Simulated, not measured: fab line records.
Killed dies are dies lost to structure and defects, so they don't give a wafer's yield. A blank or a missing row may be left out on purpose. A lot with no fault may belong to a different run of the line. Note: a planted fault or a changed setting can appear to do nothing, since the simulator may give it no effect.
Check of tool commonality	flow rit cmos	Sampled: 14 lots, 42 wafers

== WHAT PROMPTED THE OPENING ==
Of 14 lots, 2 have the reading PSD_RS flagged at RIT_SDANNEAL_RS_MEAS_04. Fault-free wafers read 116.06 ohm/sq, with a standard deviation of 0.29.
Rule: a lot is flagged when every wafer of it that has a number lies more than 4 standard deviations from that mean, or none has a number. All remaining lots are regarded as sound.

lot	measured	on	PSD_RS (ohm/sq), wafer by wafer	flag
L455	day 3 11:57	film metro-04	115.63 116.02 116.03	
L456	day 3 17:16	film metro-04	116.05 116.06 115.99	
L457	day 3 17:22	film metro-03	115.75 116.16 116.00	
L458	day 4 01:07	film metro-02	116.03 115.95 116.36	
L459	day 4 04:30	film metro-03	115.90 116.25 116.21	
L462	day 4 15:19	film metro-03	112.10 112.32 112.61	FLAGGED
L464	day 5 11:09	film metro-02	112.77 112.65 112.38	FLAGGED
L469	day 6 12:54	film metro-03	115.72 115.59 115.79	
L470	day 6 15:53	film metro-04	116.20 115.90 115.85	
L473	day 7 07:14	film metro-02	116.37 116.29 116.40	
L474	day 7 11:56	film metro-02	116.58 116.24 116.33	
L476	day 7 19:11	film metro-02	115.59 115.73 115.69	
L477	day 8 00:13	film metro-02	116.33 116.30 116.15	
L478	day 8 02:50	film metro-02	115.99 115.82 115.75	
Average over the flagged lots: 112.47 ohm/sq; offset from the usual -3.59 ohm/sq, equal to -12 standard deviations.

== EACH LOT AND THE TOOL IT RAN ON ==
The record keeps 1 process step preceding the reading, out of 202 steps on the route. Every cell lists first the tool, next ch and the chambers used by the sampled wafers, and last the start.
lot	flag	RIT_PSD_IMPLANT_08
L455		implanter-02 ch 0, day 3 11:08
L456		implanter-02 ch 0, day 3 16:27
L457		implanter-03 ch 0, day 3 16:34
L458		implanter-01 ch 0, day 4 00:19
L459		implanter-02 ch 0, day 4 03:39
L462	FLAGGED	implanter-02 ch 0, day 4 14:29
L464	FLAGGED	implanter-02 ch 0, day 5 10:20
L469		implanter-03 ch 0, day 6 12:05
L470		implanter-03 ch 0, day 6 15:05
L473		implanter-03 ch 0, day 7 06:14
L474		implanter-01 ch 0, day 7 10:56
L476		implanter-01 ch 0, day 7 18:11
L477		implanter-01 ch 0, day 7 23:23
L478		implanter-01 ch 0, day 8 01:59
What the steps here do:
- RIT_PSD_IMPLANT_08
- RIT_SDANNEAL_RS_MEAS_04: measures by four-point-probe.

== FLAGGED OVER TOTAL, TOOL BY TOOL (the gauges that took the reading come last) ==
step	tool	lots run	flagged	share of the flagged lots	sound lots run after its first flagged lot
RIT_PSD_IMPLANT_08	implanter-01	5	0	none	-
RIT_PSD_IMPLANT_08	implanter-02	5	2	all	0
RIT_PSD_IMPLANT_08	implanter-03	4	0	none	-
RIT_SDANNEAL_RS_MEAS_04	film metro-02	7	1	some	5 (L473,L474,L476,L477,L478)
RIT_SDANNEAL_RS_MEAS_04	film metro-03	4	1	some	1 (L469)
RIT_SDANNEAL_RS_MEAS_04	film metro-04	3	0	none	-

== WHAT IS ALLOWED BY THE TABLE ==
All flagged lots share 1 row of the table, namely implanter-02 at RIT_PSD_IMPLANT_08.
- implanter-02 at RIT_PSD_IMPLANT_08: 2 of its 5 lots flagged. It ran its last sound lot, L459, at day 4 03:39 and its first flagged lot, L462, at day 4 14:29: a fault with its onset between the two fits. Its own readings (beam on s, dose ions cm2) fall more than 4 standard deviations out on all wafers of the flagged lots.
Just one tool remains: implanter-02 at RIT_PSD_IMPLANT_08.

== WHAT THE SIMULATOR HAD INSERTED ==
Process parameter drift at RIT_PSD_IMPLANT_08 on implanter-02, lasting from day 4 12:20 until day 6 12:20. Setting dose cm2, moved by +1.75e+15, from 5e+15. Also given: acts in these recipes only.
Shown lots that were struck: L462, L464. The rule above reached the same finding.
